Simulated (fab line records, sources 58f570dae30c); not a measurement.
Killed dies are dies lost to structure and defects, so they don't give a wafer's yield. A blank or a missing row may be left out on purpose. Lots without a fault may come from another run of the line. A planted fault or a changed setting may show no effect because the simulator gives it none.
Split-lot experiment | flow berkeley_cmos170 | 5 lots, 23 wafers read, on a route of 331 steps

THE SPLIT
At UCB170_V1_CMP_02 (polishes SiO2), the setting leave_above_ref_nm was moved away from the recipe's 1000 nm on 7 of the 23 wafers read, by -5.9% to +4.1%. The other wafers ran this setting at the recipe's value.

The file shows no step between the split and the reading.

THE READING
V1_POLISHED_THK, in nm, at UCB170_V1_THK_MEAS_04. Fault-free wafers of this fab line usually give 999.6 nm, standard deviation 0.92 nm.

wafer  | tool, chamber at the split | leave_above_ref_nm as run, nm | against the recipe | V1_POLISHED_THK, nm | against lot-mates on the recipe
L074.2 | cmp-01, 2                  | 940.8                         | -5.9%              | 940.0               | -59.3
L074.3 | cmp-01, 0,3                | 1000                          | recipe             | 998.6               | -
L074.4 | cmp-01, 0,3                | 1000                          | recipe             | 998.6               | -
L074.5 | cmp-01, 0                  | 940.8                         | -5.9%              | 940.9               | -58.4
L074.6 | cmp-01, 1                  | 1000                          | recipe             | 1000.8              | -
L077.1 | cmp-01, 1                  | 1000                          | recipe             | 1000.6              | -
L077.3 | cmp-01, 3                  | 1000                          | recipe             | 998.7               | -
L077.6 | cmp-01, 2                  | 1000                          | recipe             | 997.9               | -
L082.1 | cmp-01, 3                  | 945.5                         | -5.4%              | 946.0               | -53.8
L082.2 | cmp-01, 0                  | 1000                          | recipe             | 999.4               | -
L082.3 | cmp-01, 2                  | 1000                          | recipe             | 1000.2              | -
L082.5 | cmp-01, 1                  | 945.5                         | -5.4%              | 946.5               | -53.3
L082.6 | cmp-01, 0                  | 1000                          | recipe             | 999.8               | -
L084.1 | cmp-02, 2                  | 1000                          | recipe             | 1000.7              | -
L084.3 | cmp-02, 3                  | 1041                          | +4.1%              | 1040.6              | +40.8
L084.4 | cmp-02, 1                  | 1000                          | recipe             | 998.9               | -
L084.5 | cmp-02, 2                  | 1041                          | +4.1%              | 1041.7              | +41.9
L084.6 | cmp-02, 1                  | 1041                          | +4.1%              | 1039.3              | +39.5
L085.1 | cmp-02, 2                  | 1000                          | recipe             | 999.8               | -
L085.2 | cmp-02, 1                  | 1000                          | recipe             | 998.6               | -
L085.3 | cmp-02, 0                  | 1000                          | recipe             | 998.7               | -
L085.5 | cmp-02, 3                  | 1000                          | recipe             | 1001.2              | -
L085.6 | cmp-02, 0                  | 1000                          | recipe             | 998.7               | -
Where a row lists several chambers, the file gives one row for several wafers and doesn't say which wafer went through which chamber.

THE FIT
A straight line over all 23 wafers: V1_POLISHED_THK changes by +9.92 nm for each +1% of leave_above_ref_nm; r = +1.00; the points scatter about the line by 0.99 nm.
The same after taking each lot's own level away (the mean of its wafers on the recipe; 23 wafers): +9.91 nm for each +1%; r = +1.00; scatter 0.92 nm.
On that fit, the largest move of leave_above_ref_nm shifts the reading by 59 nm.
The lots' own levels span 999.07 to 999.80 nm, that is 0.8 times the standard deviation above.
So the lot-to-lot level changes the slope little: the two slopes agree.
Check: with one of the wafers moved furthest among these (-5.9%) left out of the fit, the line predicts -58.4 nm for it against its lot-mates. It came out at -59.3 nm against them.

OTHER SPLITS ON THESE WAFERS
These wafers also went through other splits before the reading. Each is held against what the fit with the lots' levels taken away leaves over:
other split on the same wafers    | wafers away from the commonest value | r with V1_POLISHED_THK (lot level and that fit taken away)
UCB170_NSD_PEB_04 peb_temp_c      | 6                                    | -0.04
UCB170_SILICIDE_SPUTTER_01 time_s | 7                                    | -0.01

THE WHOLE CHAIN: every reading that the file lists as answering this split, in the file's order
step                    | what it does                                                              | reading                                                                   | change (the file's fit)              | r (the file's)
UCB170_V1_CMP_02        | polishes SiO2                                                             | SiO2_of_V1_CVD_00.thk_nm (the simulator's own value, which no gauge read) | +9.9 nm for each +1% of the setting  | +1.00
UCB170_V1_THK_MEAS_04   |                                                                           | V1_POLISHED_THK                                                           | +9.9 for each +1% of the setting     | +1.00
UCB170_V1_ETCH_14       | etches SiO2 in CHF3/CF4/Ar, stops on Al, target depth 1250 nm, time 291 s | V1.feature_depth_nm (the simulator's own value, which no gauge read)      | +9.91 nm for each +1% of the setting | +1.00
UCB170_V1_ETCH_14       | etches SiO2 in CHF3/CF4/Ar, stops on Al, target depth 1250 nm, time 291 s | etch.depth_nm (the simulator's own value, which no gauge read)            | +9.89 nm for each +1% of the setting | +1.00
UCB170_M2_METAL_ETCH_18 | etches Al in Cl2/BCl3, stops on SiO2, target depth 1170 nm, time 195 s    | SiO2_of_V1_CVD_00.thk_nm (the simulator's own value, which no gauge read) | +10.2 nm for each +1% of the setting | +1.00

THE FILE'S OWN FIT
V1_POLISHED_THK changes by +9.9 nm for each +1% of leave_above_ref_nm, r = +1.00.
